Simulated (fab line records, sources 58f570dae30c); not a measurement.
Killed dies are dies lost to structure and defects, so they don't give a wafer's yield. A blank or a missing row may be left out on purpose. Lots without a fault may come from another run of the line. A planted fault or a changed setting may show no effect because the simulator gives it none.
A struck lot beside a sound one | flow berkeley_cmos170 | 14 steps out of a route of 331
Sound: wafers L733.1, L733.3, L733.4. Struck: wafers L725.2, L725.4, L725.5. The cause comes at the end.
At each step with rows: each side's tool, then ch and its chambers, then its first start. Under that, the readings that differ: sound wafers | struck wafers | difference of the means | sigmas: that difference in standard deviations of wafers without a fault.
alike: readings whose means differ by less than 2 such deviations, and words and numbers that are the same on both sides. not compared: withheld readings, readings that some wafer has no value for, bounds like >300 that may hide the same value, and numbers for which the record gives no deviation and whose values overlap.
The two part at a step that has a row with sigmas, a row that says differs or no value, or rows on one side only. Numbers that don't overlap but have no deviation are shown without sigmas and don't part them. A reading that every wafer of one side lacks parts them only if that side has two wafers or more.

first, 3 steps without rows for these wafers: UCB170_ACTIVE_EXPOSE_10 (exposes mask ACTIVE, target cd 1200 nm); UCB170_ACTIVE_PEB_11; UCB170_ACTIVE_DEVELOP_12 (develop time 45 s).
UCB170_ACTIVE_CD_MEAS_13: target cd 1200 nm.
  sound on cd_sem-01, day 8 11:45; struck on cd_sem-01, day 7 08:28
  alike: cd_nm
UCB170_ACTIVE_OVL_MEAS_14:
  sound on overlay-01, day 8 11:52; struck on overlay-01, day 7 08:34
  alike: ACTIVE_OVL
UCB170_ACTIVE_ETCH_15: etches Si3N4 in CH3F/Ar/O2, stops on SiO2, target depth 242 nm, time 151 s.
  sound on rie_diel-03 ch 1,2,3, day 8 11:54; struck on rie_diel-02 ch 0,2,3, day 7 08:36
  alike: drypump_motor_current_A, oes_product_au, throttle_valve_pct
  not compared: rf_hours_counter_h
UCB170_ACTIVE_STRIP_16: strips in O2.
  sound on plasma_asher-02 ch 0,1, day 8 12:00; struck on plasma_asher-01 ch 0,1, day 7 08:42
  alike: drypump_motor_current_A, oes_product_au, strip_time_to_endpoint_s
  not compared: rf_hours_counter_h
UCB170_ACTIVE_CD_MEAS_90: target cd 1200 nm.
  sound on cd_sem-02, day 8 12:08; struck on cd_sem-02, day 7 08:52
  alike: cd_nm
then, 4 steps without rows for these wafers: UCB170_ACTIVE_CLEAN_17 (cleans in SPM, time 600 s); UCB170_PFIELD_HMDS_00 (prime time 60 s); UCB170_PFIELD_COAT_01 (resist thk 900 nm); UCB170_PFIELD_SOFTBAKE_02 (time 60 s).
UCB170_PFIELD_EXPOSE_03: exposes mask PFIELD, target cd 1500 nm.
  sound on krf_scanner-01 ch 0, day 8 13:01; struck on krf_scanner-01, day 7 10:22
  no value came back on the struck wafers for exposure_dose_mJ_cm2, focus_offset_nm (nm); on the sound wafers exposure_dose_mJ_cm2 reads 30.022 29.968 29.983
  alike: mask
then, 1 step without rows for these wafers: UCB170_PFIELD_PEB_04.

WHERE THEY PART
Only at UCB170_PFIELD_EXPOSE_03, within this record.

WHY: what the simulator had put in
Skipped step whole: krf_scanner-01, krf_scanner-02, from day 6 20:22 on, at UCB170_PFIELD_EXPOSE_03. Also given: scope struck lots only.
